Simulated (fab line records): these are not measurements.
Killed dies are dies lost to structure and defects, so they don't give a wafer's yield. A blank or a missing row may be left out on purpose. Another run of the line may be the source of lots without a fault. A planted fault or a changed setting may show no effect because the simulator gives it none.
Split-lot study / flow rit cmos / 27 wafers read from 5 lots, route of 202 steps

== ABOUT THE SPLIT ==
At RIT_SPACER_ETCHBACK_05 (etches Si3N4 in SF6/CHF3, stops on SiO2, target depth 250 nm, time 240 s), the setting target depth a was moved away from the recipe's 2500 angstrom on 9 of the 27 wafers read, by -54.0% to -30.0%. For the rest of the wafers, this setting stayed at what the recipe calls for.

Reading taken at the split's own step.

== THE READING ==
oes product au, in a.u., at RIT_SPACER_ETCHBACK_05 (etches Si3N4 in SF6/CHF3, stops on SiO2, target depth 250 nm, time 240 s). Fault-free wafers of this fab line usually give 0.851 a.u., standard deviation 0.01 a.u.

wafer=L074.1; tool, chamber at the split=rie diel-04, 1; target depth a as run, angstrom=1643; against the recipe=-34.3%; oes product au, a.u.=1.011; against lot-mates on the recipe=+0.161
wafer=L074.2; tool, chamber at the split=rie diel-04, 0; target depth a as run, angstrom=1643; against the recipe=-34.3%; oes product au, a.u.=1.020; against lot-mates on the recipe=+0.170
wafer=L074.3; tool, chamber at the split=rie diel-04, 2; target depth a as run, angstrom=2500; against the recipe=recipe; oes product au, a.u.=0.839; against lot-mates on the recipe=-
wafer=L074.4; tool, chamber at the split=rie diel-04, 3; target depth a as run, angstrom=2500; against the recipe=recipe; oes product au, a.u.=0.840; against lot-mates on the recipe=-
wafer=L074.5; tool, chamber at the split=rie diel-04, 0; target depth a as run, angstrom=1643; against the recipe=-34.3%; oes product au, a.u.=1.016; against lot-mates on the recipe=+0.166
wafer=L074.6; tool, chamber at the split=rie diel-04, 1; target depth a as run, angstrom=2500; against the recipe=recipe; oes product au, a.u.=0.872; against lot-mates on the recipe=-
wafer=L077.1; tool, chamber at the split=rie diel-02, 1; target depth a as run, angstrom=2500; against the recipe=recipe; oes product au, a.u.=0.851; against lot-mates on the recipe=-
wafer=L077.2; tool, chamber at the split=rie diel-02, 3; target depth a as run, angstrom=2500; against the recipe=recipe; oes product au, a.u.=0.860; against lot-mates on the recipe=-
wafer=L077.3; tool, chamber at the split=rie diel-02, 2; target depth a as run, angstrom=2500; against the recipe=recipe; oes product au, a.u.=0.843; against lot-mates on the recipe=-
wafer=L077.4; tool, chamber at the split=rie diel-02, 3; target depth a as run, angstrom=2500; against the recipe=recipe; oes product au, a.u.=0.863; against lot-mates on the recipe=-
wafer=L077.5; tool, chamber at the split=rie diel-02, 2; target depth a as run, angstrom=2500; against the recipe=recipe; oes product au, a.u.=0.846; against lot-mates on the recipe=-
wafer=L077.6; tool, chamber at the split=rie diel-02, 1; target depth a as run, angstrom=2500; against the recipe=recipe; oes product au, a.u.=0.837; against lot-mates on the recipe=-
wafer=L080.1; tool, chamber at the split=rie diel-02, 1; target depth a as run, angstrom=1149; against the recipe=-54.0%; oes product au, a.u.=1.005; against lot-mates on the recipe=+0.153
wafer=L080.2; tool, chamber at the split=rie diel-02, 2; target depth a as run, angstrom=1149; against the recipe=-54.0%; oes product au, a.u.=1.003; against lot-mates on the recipe=+0.151
wafer=L080.3; tool, chamber at the split=rie diel-02, 0; target depth a as run, angstrom=2500; against the recipe=recipe; oes product au, a.u.=0.852; against lot-mates on the recipe=-
wafer=L080.4; tool, chamber at the split=rie diel-02, 3; target depth a as run, angstrom=1149; against the recipe=-54.0%; oes product au, a.u.=1.028; against lot-mates on the recipe=+0.176
wafer=L080.5; tool, chamber at the split=rie diel-02, 1; target depth a as run, angstrom=2500; against the recipe=recipe; oes product au, a.u.=0.858; against lot-mates on the recipe=-
wafer=L080.6; tool, chamber at the split=rie diel-02, 2; target depth a as run, angstrom=2500; against the recipe=recipe; oes product au, a.u.=0.847; against lot-mates on the recipe=-
wafer=L082.1; tool, chamber at the split=rie diel-02, 0; target depth a as run, angstrom=2500; against the recipe=recipe; oes product au, a.u.=0.841; against lot-mates on the recipe=-
wafer=L082.2; tool, chamber at the split=rie diel-02, 1; target depth a as run, angstrom=2500; against the recipe=recipe; oes product au, a.u.=0.850; against lot-mates on the recipe=-
wafer=L082.3; tool, chamber at the split=rie diel-02, 3; target depth a as run, angstrom=2500; against the recipe=recipe; oes product au, a.u.=0.868; against lot-mates on the recipe=-
wafer=L083.1; tool, chamber at the split=rie diel-04, 2; target depth a as run, angstrom=2500; against the recipe=recipe; oes product au, a.u.=0.850; against lot-mates on the recipe=-
wafer=L083.2; tool, chamber at the split=rie diel-04, 1; target depth a as run, angstrom=1749; against the recipe=-30.0%; oes product au, a.u.=1.006; against lot-mates on the recipe=+0.154
wafer=L083.3; tool, chamber at the split=rie diel-04, 0; target depth a as run, angstrom=1749; against the recipe=-30.0%; oes product au, a.u.=1.015; against lot-mates on the recipe=+0.163
wafer=L083.4; tool, chamber at the split=rie diel-04, 3; target depth a as run, angstrom=1749; against the recipe=-30.0%; oes product au, a.u.=0.987; against lot-mates on the recipe=+0.135
wafer=L083.5; tool, chamber at the split=rie diel-04, 1; target depth a as run, angstrom=2500; against the recipe=recipe; oes product au, a.u.=0.855; against lot-mates on the recipe=-
wafer=L083.6; tool, chamber at the split=rie diel-04, 0; target depth a as run, angstrom=2500; against the recipe=recipe; oes product au, a.u.=0.851; against lot-mates on the recipe=-

FIT RESULTS
A straight line over all 27 wafers: oes product au changes by -0.00366 a.u. for each +1% of target depth a; r = -0.95; the points scatter about the line by 0.025 a.u.
The same after taking each lot's own level away (the mean of its wafers on the recipe; 27 wafers): -0.00365 a.u. for each +1%; r = -0.95; scatter 0.025 a.u.
On that fit, the largest move of target depth a shifts the reading by 0.2 a.u.
From 0.8500 to 0.8530 a.u.: that is the span of the lots' own levels, equal to 0.3 times the standard deviation above.
The two slopes agree, so the slope changes little with the lot-to-lot level.
Check: with one of the wafers moved furthest among these (-54.0%) left out of the fit, the line predicts +0.214 a.u. for it against its lot-mates. Against them it came out at +0.153 a.u.
Tool readings at the split's step, against how far the setting was moved: oes product au r = -0.95.

== OTHER SPLITS APPLIED TO THESE WAFERS ==
These wafers also went through other splits before the reading. Each is held against what the fit with the lots' levels taken away leaves over:
other split on the same wafers=RIT_GATE_OXIDATION_05 ox time s; wafers away from the commonest value=21; r with oes product au (lot level and that fit taken away)=-0.29
other split on the same wafers=RIT_GATE_DEVELOP_15 develop time s; wafers away from the commonest value=9; r with oes product au (lot level and that fit taken away)=-0.05

== THE WHOLE CHAIN: every reading that the file lists as answering this split, in the file's order ==
step=RIT_SPACER_ETCHBACK_05; what it does=etches Si3N4 in SF6/CHF3, stops on SiO2, target depth 250 nm, time 240 s; reading=oes product au; change (the file's fit)=-0.00377 a.u. for each +1% of the setting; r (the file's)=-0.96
step=RIT_SPACER_ETCHBACK_05; what it does=etches Si3N4 in SF6/CHF3, stops on SiO2, target depth 250 nm, time 240 s; reading=etch.depth nm (the simulator's own value, which no gauge read); change (the file's fit)=+1.06 nm for each +1% of the setting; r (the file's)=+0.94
step=RIT_SPACER_ETCHBACK_05; what it does=etches Si3N4 in SF6/CHF3, stops on SiO2, target depth 250 nm, time 240 s; reading=poly-Si_of_GATE_CVD_08.thk nm (the simulator's own value, which no gauge read); change (the file's fit)=-0.524 nm for each +1% of the setting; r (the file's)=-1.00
step=RIT_SPACER_ETCHBACK_05; what it does=etches Si3N4 in SF6/CHF3, stops on SiO2, target depth 250 nm, time 240 s; reading=Si3N4_of_SPACER_CVD_03.thk nm (the simulator's own value, which no gauge read); change (the file's fit)=-0.394 nm for each +1% of the setting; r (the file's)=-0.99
step=RIT_SDANNEAL_CLEAN_00; what it does=cleans in SC1, time 600 s; reading=SiO2_of_FOX2_OXIDATION_00.thk nm (the simulator's own value, which no gauge read); change (the file's fit)=-0.408 nm for each +1% of the setting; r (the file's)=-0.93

== THE FILE'S OWN FIT ==
oes product au changes by -0.00377 a.u. for each +1% of target depth a, r = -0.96.
